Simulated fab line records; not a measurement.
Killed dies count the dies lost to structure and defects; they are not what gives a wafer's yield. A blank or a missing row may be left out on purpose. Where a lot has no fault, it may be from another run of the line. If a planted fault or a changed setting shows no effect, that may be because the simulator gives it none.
Which tool was responsible? ; flow berkeley_cmos170 ; 14 lots, 42 wafers sampled, at 5 steps of a route of 331

## WHAT THE GAUGES SHOWED, per wafer
UCB170_NWELL_THK_MEAS_05.
lot;measured;on;NWELL_NITRIDE_THK (nm)
L856;day 2 13:23;film_metro-03;223.5 226.2 224.9
L857;day 2 13:25;film_metro-01;224.2 225.6 226.3
L858;day 2 22:56;film_metro-01;221.5 221.9 222.3
L860;day 3 09:31;film_metro-03;225.2 224.8 223.7
L859;day 3 09:32;film_metro-04;225.0 226.2 227.7
L862;day 3 18:16;film_metro-04;222.9 222.6 223.1
L865;day 4 03:38;film_metro-01;224.3 221.7 223.9
L863;day 4 03:39;film_metro-04;225.7 225.2 223.7
L864;day 4 03:39;film_metro-03;225.2 225.9 226.4
L867;day 4 19:18;film_metro-01;222.2 224.0 220.6
L870;day 5 10:13;film_metro-04;226.1 226.6 224.4
L872;day 5 21:11;film_metro-04;221.3 218.6 222.9
L873;day 6 00:55;film_metro-01;226.5 226.2 227.2
L878;day 7 07:02;film_metro-04;224.8 223.6 225.3

UCB170_PWELL_THK_MEAS_03.
lot;measured;on;PWELL_OXIDE_THK (nm)
L856;day 3 05:53;film_metro-02;27.3 27.2 27.0
L857;day 3 05:53;film_metro-04;26.8 26.4 26.5
L858;day 3 13:44;film_metro-02;26.6 26.6 26.8
L860;day 3 21:40;film_metro-02;26.9 26.6 27.0
L859;day 3 21:46;film_metro-04;26.8 26.3 26.8
L862;day 4 05:47;film_metro-04;26.5 26.3 26.9
L865;day 4 15:35;film_metro-03;26.7 26.7 26.8
L863;day 4 15:36;film_metro-02;25.6 25.8 25.6
L864;day 4 15:40;film_metro-04;26.0 25.8 25.7
L867;day 5 04:17;film_metro-04;26.4 27.0 26.8
L870;day 6 00:20;film_metro-04;26.7 26.6 26.7
L872;day 6 15:46;film_metro-04;25.9 26.1 26.0
L873;day 6 15:45;film_metro-03;25.8 26.2 25.7
L878;day 8 01:55;film_metro-02;26.3 26.4 26.1

UCB170_PFIELD_TW_MEAS_09.
lot;measured;on;PFIELD_TW
L856;day 5 02:46;film_metro-04;600 602 604
L857;day 5 03:18;film_metro-04;599 603 608
L858;day 5 08:58;film_metro-01;602 603 605
L860;day 6 00:08;film_metro-03;600 595 596
L859;day 6 00:46;film_metro-01;600 595 599
L862;day 6 00:42;film_metro-04;600 601 599
L865;day 6 13:40;film_metro-01;602 596 599
L863;day 6 13:08;film_metro-03;596 594 597
L864;day 6 13:22;film_metro-01;613 618 614
L867;day 7 11:40;film_metro-01;621 623 621
L870;day 8 05:47;film_metro-01;602 600 603
L872;day 8 21:05;film_metro-03;599 600 600
L873;day 8 20:30;film_metro-03;599 597 597
L878;day 10 00:43;film_metro-04;602 604 602

## WHAT TOOL EACH LOT RAN ON (gives the tool, then ch and the chambers of the sampled wafers, and finally the start)
lot;UCB170_PWELL_STRIP_16;UCB170_PFIELD_IMPLANT_07
L856;plasma_asher-02 ch 0,1, day 3 15:50;implanter-02 ch 0, day 5 02:31
L857;plasma_asher-03 ch 0,1, day 3 16:00;implanter-03 ch 0, day 5 03:03
L858;plasma_asher-02 ch 1, day 3 21:20;implanter-04 ch 0, day 5 08:43
L860;plasma_asher-01 ch 0, day 4 06:28;implanter-04 ch 0, day 5 23:53
L859;plasma_asher-02 ch 0,1, day 4 06:54;implanter-03 ch 0, day 6 00:34
L862;plasma_asher-01 ch 0,1, day 4 15:40;implanter-02 ch 0, day 6 00:28
L865;plasma_asher-01 ch 1, day 5 01:58;implanter-02 ch 0, day 6 13:25
L863;plasma_asher-01 ch 0,1, day 5 01:40;implanter-03 ch 0, day 6 12:53
L864;plasma_asher-03 ch 0,1, day 5 01:56;implanter-04 ch 0, day 6 13:08
L867;plasma_asher-03 ch 0,1, day 5 14:07;implanter-04 ch 0, day 7 11:26
L870;plasma_asher-01 ch 1, day 6 10:40;implanter-02 ch 0, day 8 05:32
L872;plasma_asher-03 ch 0,1, day 7 05:11;implanter-02 ch 0, day 8 20:51
L873;plasma_asher-01 ch 0,1, day 7 05:07;implanter-02 ch 0, day 8 20:15
L878;plasma_asher-02 ch 0,1, day 8 09:35;implanter-02 ch 0, day 10 00:28
- UCB170_PWELL_STRIP_16: strips in O2.
- UCB170_PFIELD_IMPLANT_07

## AS READ BY THE TOOLS THEMSELVES (means over the sampled wafers that have a number; for cases with no such wafer, the mark the record gives instead)
UCB170_PWELL_STRIP_16.
lot;tool;drypump_motor_current_A (A);oes_product_au (a.u.);strip_time_to_endpoint_s (s)
L856;plasma_asher-02;5.6;0.724;18.05
L857;plasma_asher-03;5.4;0.724;17.99
L858;plasma_asher-02;5.4;0.718;18.08
L860;plasma_asher-01;5.6;0.720;18.05
L859;plasma_asher-02;5.6;0.725;18.08
L862;plasma_asher-01;5.8;0.721;18.07
L865;plasma_asher-01;6.2;0.722;18.10
L863;plasma_asher-01;5.8;0.721;18.16
L864;plasma_asher-03;5.3;0.721;18.04
L867;plasma_asher-03;5.4;0.718;18.02
L870;plasma_asher-01;6.3;0.719;18.17
L872;plasma_asher-03;5.3;0.723;17.99
L873;plasma_asher-01;6.0;0.725;18.11
L878;plasma_asher-02;5.6;0.720;18.04

UCB170_PFIELD_IMPLANT_07.
lot;tool;dose_ions_cm2;faraday_current_uA
L856;implanter-02;2.0007e+13;62.2
L857;implanter-03;2.0006e+13;62.6
L858;implanter-04;2.0001e+13;62.8
L860;implanter-04;2.0008e+13;64.6
L859;implanter-03;2.0001e+13;63.3
L862;implanter-02;2.0001e+13;63.2
L865;implanter-02;1.9978e+13;64.2
L863;implanter-03;1.9970e+13;64.6
L864;implanter-04;2.1989e+13;71.1
L867;implanter-04;2.2000e+13;68.8
L870;implanter-02;1.9979e+13;63.6
L872;implanter-02;1.9987e+13;63.5
L873;implanter-02;1.9986e+13;61.7
L878;implanter-02;2.0000e+13;62.0

## THE ANSWER, worked out from the rows above alone
Rule: the lots themselves supply what counts as usual. Put in order of their means at a reading, lots are off if they are a third of the lots or fewer, leave a main group of 4 or more, and stand apart from it by a gap of 3 or more times the standard deviation of the main group's means; of several such gaps the widest counts. A main group whose means are all the same, to the digits that the tables above print for the reading, isn't used. A lot without any number at a reading at which 4 lots or more have one is off too. Where the step has rows for the other lots, those lots are counted as sound. After the gauges, taken in route order, come the tools' own readings; for these a lot's mean is taken, as printed above. The first step at which some lot is off is used, and at that step the reading that is off furthest; a lot without a number counts as furthest.
Off: at UCB170_PFIELD_TW_MEAS_09 (PFIELD_TW), L864, L867. The main group has a mean of 600 with a standard deviation of 2.5.
A tool fits if, at a process step before that reading, it ran every lot that is off, and no sound lot after the first of them. The gauges at UCB170_PFIELD_TW_MEAS_09 aren't tried: what is off there is off at UCB170_PFIELD_IMPLANT_07 too, on other tools, and a gauge's error can't cause that. One fits: UCB170_PFIELD_IMPLANT_07 on implanter-04. A fault onset in the window from L860 (day 5 23:53, its last sound lot) to L864 (day 6 13:08, its first lot off) fits.
The tool's own readings at UCB170_PFIELD_IMPLANT_07 bear it out: on the lots that are off they differ by more than 5 times the standard deviation of the sound lots' means. dose_ions_cm2 reads 2.1994e+13 there against 1.9994e+13 on the sound lots; faraday_current_uA reads 69.9 there against 63.2 on the sound lots.

## WHAT WAS PUT IN BY THE SIMULATOR
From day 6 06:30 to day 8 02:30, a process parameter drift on implanter-04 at UCB170_PFIELD_IMPLANT_07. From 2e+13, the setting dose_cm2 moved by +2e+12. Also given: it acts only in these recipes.
Lots struck among those shown: L864, L867. The rule given above showed the same thing.
